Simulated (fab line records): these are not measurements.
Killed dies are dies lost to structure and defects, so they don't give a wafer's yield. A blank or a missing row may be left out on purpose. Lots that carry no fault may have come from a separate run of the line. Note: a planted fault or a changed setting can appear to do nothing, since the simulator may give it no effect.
What tool caused it? :: flow berkeley-cmos170 :: Sampling: 14 lots, 42 wafers, 3 of 331 route steps

== WHAT THE GAUGES READ, wafer by wafer ==
UCB170_ACTIVE_OVL_MEAS_14.
lot: L599
measured: day 5 11:57
on: overlay-01
ACTIVE_OVL (nm): 3 -4 3

lot: L603
measured: day 6 06:35
on: overlay-02
ACTIVE_OVL (nm): 2 -1 -11

lot: L604
measured: day 6 15:27
on: overlay-02
ACTIVE_OVL (nm): -1 -1 -4

lot: L605
measured: day 6 15:23
on: overlay-01
ACTIVE_OVL (nm): -2 2 1

lot: L606
measured: day 6 15:44
on: overlay-02
ACTIVE_OVL (nm): 1 3 3

lot: L607
measured: day 6 16:03
on: overlay-02
ACTIVE_OVL (nm): -12 -11 -2

lot: L608
measured: day 7 17:41
on: overlay-01
ACTIVE_OVL (nm): 3 -1 1

lot: L610
measured: day 7 18:30
on: overlay-01
ACTIVE_OVL (nm): -3 3 -1

lot: L611
measured: day 7 18:34
on: overlay-02
ACTIVE_OVL (nm): 7 8 9

lot: L613
measured: day 7 18:13
on: overlay-01
ACTIVE_OVL (nm): 4 10 2

lot: L619
measured: day 8 17:38
on: overlay-02
ACTIVE_OVL (nm): 1 -6 3

lot: L620
measured: day 9 10:07
on: overlay-02
ACTIVE_OVL (nm): 4 4 6

lot: L621
measured: day 9 10:10
on: overlay-01
ACTIVE_OVL (nm): 5 4 1

lot: L622
measured: day 9 14:43
on: overlay-01
ACTIVE_OVL (nm): 0 -7 0

== WHAT TOOL EACH LOT RAN ON (gives the tool, then ch and the chambers of the sampled wafers, and finally the start) ==
lot: L599
UCB170_ZERO_ETCH_06: rie-diel-03 ch 0,1, day 1 23:25
UCB170_PWELL_STRIP_16: plasma-asher-01 ch 0,1, day 3 11:13

lot: L603
UCB170_ZERO_ETCH_06: rie-diel-04 ch 1,2,3, day 2 21:29
UCB170_PWELL_STRIP_16: plasma-asher-02 ch 0,1, day 4 23:13

lot: L604
UCB170_ZERO_ETCH_06: rie-diel-04 ch 0,1,2, day 3 05:41
UCB170_PWELL_STRIP_16: plasma-asher-02 ch 0,1, day 5 09:36

lot: L605
UCB170_ZERO_ETCH_06: rie-diel-03 ch 1,2, day 3 05:55
UCB170_PWELL_STRIP_16: plasma-asher-01 ch 0,1, day 5 09:45

lot: L606
UCB170_ZERO_ETCH_06: rie-diel-04 ch 1,2,3, day 3 13:00
UCB170_PWELL_STRIP_16: plasma-asher-01 ch 0,1, day 5 10:11

lot: L607
UCB170_ZERO_ETCH_06: rie-diel-04 ch 1,2,3, day 3 13:14
UCB170_PWELL_STRIP_16: plasma-asher-03 ch 0,1, day 5 09:52

lot: L608
UCB170_ZERO_ETCH_06: rie-diel-01 ch 1,2,3, day 4 01:43
UCB170_PWELL_STRIP_16: plasma-asher-02 ch 0,1, day 6 06:25

lot: L610
UCB170_ZERO_ETCH_06: rie-diel-04 ch 0,1,3, day 4 19:21
UCB170_PWELL_STRIP_16: plasma-asher-01 ch 0,1, day 6 11:05

lot: L611
UCB170_ZERO_ETCH_06: rie-diel-01 ch 1,3, day 4 19:28
UCB170_PWELL_STRIP_16: plasma-asher-02 ch 0,1, day 6 10:53

lot: L613
UCB170_ZERO_ETCH_06: rie-diel-04 ch 0,2, day 5 06:17
UCB170_PWELL_STRIP_16: plasma-asher-01 ch 0,1, day 6 10:48

lot: L619
UCB170_ZERO_ETCH_06: rie-diel-01 ch 2,3, day 6 00:20
UCB170_PWELL_STRIP_16: plasma-asher-03 ch 0,1, day 7 09:10

lot: L620
UCB170_ZERO_ETCH_06: rie-diel-01 ch 0,1,2, day 6 07:24
UCB170_PWELL_STRIP_16: plasma-asher-02 ch 0,1, day 7 22:52

lot: L621
UCB170_ZERO_ETCH_06: rie-diel-01 ch 1,2,3, day 6 11:04
UCB170_PWELL_STRIP_16: plasma-asher-03 ch 0,1, day 7 22:28

lot: L622
UCB170_ZERO_ETCH_06: rie-diel-03 ch 1,2,3, day 6 16:36
UCB170_PWELL_STRIP_16: plasma-asher-02 ch 0,1, day 8 04:43
- UCB170_ZERO_ETCH_06: etches SiO2 in CHF3/CF4/Ar, time 11.54 s.
- UCB170_PWELL_STRIP_16: strips in O2.

== AS READ BY THE TOOLS THEMSELVES (means over the sampled wafers that have a number; for cases with no such wafer, the mark the record gives instead) ==
UCB170_ZERO_ETCH_06.
lot: L599
tool: rie-diel-03
cf4-flow-sccm (sccm): 10.00
drypump-motor-current-A (A): 5.8
oes-product-au (a.u.): 0.635
throttle-valve-pct (%): 9.26

lot: L603
tool: rie-diel-04
cf4-flow-sccm (sccm): 10.01
drypump-motor-current-A (A): 5.8
oes-product-au (a.u.): 0.624
throttle-valve-pct (%): 9.23

lot: L604
tool: rie-diel-04
cf4-flow-sccm (sccm): 10.02
drypump-motor-current-A (A): 5.7
oes-product-au (a.u.): 0.626
throttle-valve-pct (%): 9.20

lot: L605
tool: rie-diel-03
cf4-flow-sccm (sccm): 9.98
drypump-motor-current-A (A): 5.5
oes-product-au (a.u.): 0.626
throttle-valve-pct (%): 9.20

lot: L606
tool: rie-diel-04
cf4-flow-sccm (sccm): 10.01
drypump-motor-current-A (A): 5.8
oes-product-au (a.u.): 0.624
throttle-valve-pct (%): 9.23

lot: L607
tool: rie-diel-04
cf4-flow-sccm (sccm): 9.99
drypump-motor-current-A (A): 5.8
oes-product-au (a.u.): 0.617
throttle-valve-pct (%): 9.23

lot: L608
tool: rie-diel-01
cf4-flow-sccm (sccm): 10.00
drypump-motor-current-A (A): 6.0
oes-product-au (a.u.): 0.626
throttle-valve-pct (%): 9.33

lot: L610
tool: rie-diel-04
cf4-flow-sccm (sccm): 10.00
drypump-motor-current-A (A): 5.7
oes-product-au (a.u.): 0.626
throttle-valve-pct (%): 9.24

lot: L611
tool: rie-diel-01
cf4-flow-sccm (sccm): 9.98
drypump-motor-current-A (A): 6.2
oes-product-au (a.u.): 0.621
throttle-valve-pct (%): 9.33

lot: L613
tool: rie-diel-04
cf4-flow-sccm (sccm): 9.99
drypump-motor-current-A (A): 5.7
oes-product-au (a.u.): 0.633
throttle-valve-pct (%): 9.19

lot: L619
tool: rie-diel-01
cf4-flow-sccm (sccm): 10.02
drypump-motor-current-A (A): 6.1
oes-product-au (a.u.): 0.621
throttle-valve-pct (%): 9.26

lot: L620
tool: rie-diel-01
cf4-flow-sccm (sccm): 10.02
drypump-motor-current-A (A): 5.8
oes-product-au (a.u.): 0.623
throttle-valve-pct (%): 9.34

lot: L621
tool: rie-diel-01
cf4-flow-sccm (sccm): 9.99
drypump-motor-current-A (A): 6.0
oes-product-au (a.u.): 0.620
throttle-valve-pct (%): 9.34

lot: L622
tool: rie-diel-03
cf4-flow-sccm (sccm): 10.00
drypump-motor-current-A (A): 6.0
oes-product-au (a.u.): 0.628
throttle-valve-pct (%): 9.27

UCB170_PWELL_STRIP_16.
lot: L599
tool: plasma-asher-01
drypump-motor-current-A (A): 5.4
oes-product-au (a.u.): 0.723
strip-time-to-endpoint-s (s): 18.05

lot: L603
tool: plasma-asher-02
drypump-motor-current-A (A): 6.0
oes-product-au (a.u.): 0.723
strip-time-to-endpoint-s (s): 18.04

lot: L604
tool: plasma-asher-02
drypump-motor-current-A (A): 6.0
oes-product-au (a.u.): 0.721
strip-time-to-endpoint-s (s): 18.16

lot: L605
tool: plasma-asher-01
drypump-motor-current-A (A): 5.6
oes-product-au (a.u.): 0.721
strip-time-to-endpoint-s (s): 18.12

lot: L606
tool: plasma-asher-01
drypump-motor-current-A (A): 5.4
oes-product-au (a.u.): 0.721
strip-time-to-endpoint-s (s): 18.12

lot: L607
tool: plasma-asher-03
drypump-motor-current-A (A): 5.8
oes-product-au (a.u.): 0.723
strip-time-to-endpoint-s (s): 18.20

lot: L608
tool: plasma-asher-02
drypump-motor-current-A (A): 6.0
oes-product-au (a.u.): 0.720
strip-time-to-endpoint-s (s): 18.10

lot: L610
tool: plasma-asher-01
drypump-motor-current-A (A): 5.5
oes-product-au (a.u.): 0.722
strip-time-to-endpoint-s (s): 18.14

lot: L611
tool: plasma-asher-02
drypump-motor-current-A (A): 6.0
oes-product-au (a.u.): 0.721
strip-time-to-endpoint-s (s): 18.18

lot: L613
tool: plasma-asher-01
drypump-motor-current-A (A): 5.4
oes-product-au (a.u.): 0.717
strip-time-to-endpoint-s (s): 18.05

lot: L619
tool: plasma-asher-03
drypump-motor-current-A (A): 5.8
oes-product-au (a.u.): 0.719
strip-time-to-endpoint-s (s): 18.02

lot: L620
tool: plasma-asher-02
drypump-motor-current-A (A): 5.9
oes-product-au (a.u.): 0.722
strip-time-to-endpoint-s (s): 18.06

lot: L621
tool: plasma-asher-03
drypump-motor-current-A (A): 5.8
oes-product-au (a.u.): 0.719
strip-time-to-endpoint-s (s): 18.00

lot: L622
tool: plasma-asher-02
drypump-motor-current-A (A): 6.0
oes-product-au (a.u.): 0.721
strip-time-to-endpoint-s (s): 18.07

== THE ANSWER, worked out from the rows above alone ==
Rule: what is usual is taken from the lots themselves. The widest of any qualifying gaps counts: lots, ordered by their means at a reading, are off when they make up no more than a third of the lots, leave a main group of 4 or more, and stand apart from it by 3 or more times the standard deviation of that group's means. Not used: any main group whose means are identical at the precision the tables above print for the reading. A lot without any number at a reading at which 4 lots or more have one is off too. All remaining lots with rows at the step are treated as sound. Order of review: gauges by route order, followed by the tools' own readings, for which a lot's mean as printed above is used. At the first step where some lot is off, the reading lying furthest off is the one used; lots without a number count as furthest.
None of the lots is off at any reading shown; this tells nothing.

== WHAT THE SIMULATOR HAD INSERTED ==
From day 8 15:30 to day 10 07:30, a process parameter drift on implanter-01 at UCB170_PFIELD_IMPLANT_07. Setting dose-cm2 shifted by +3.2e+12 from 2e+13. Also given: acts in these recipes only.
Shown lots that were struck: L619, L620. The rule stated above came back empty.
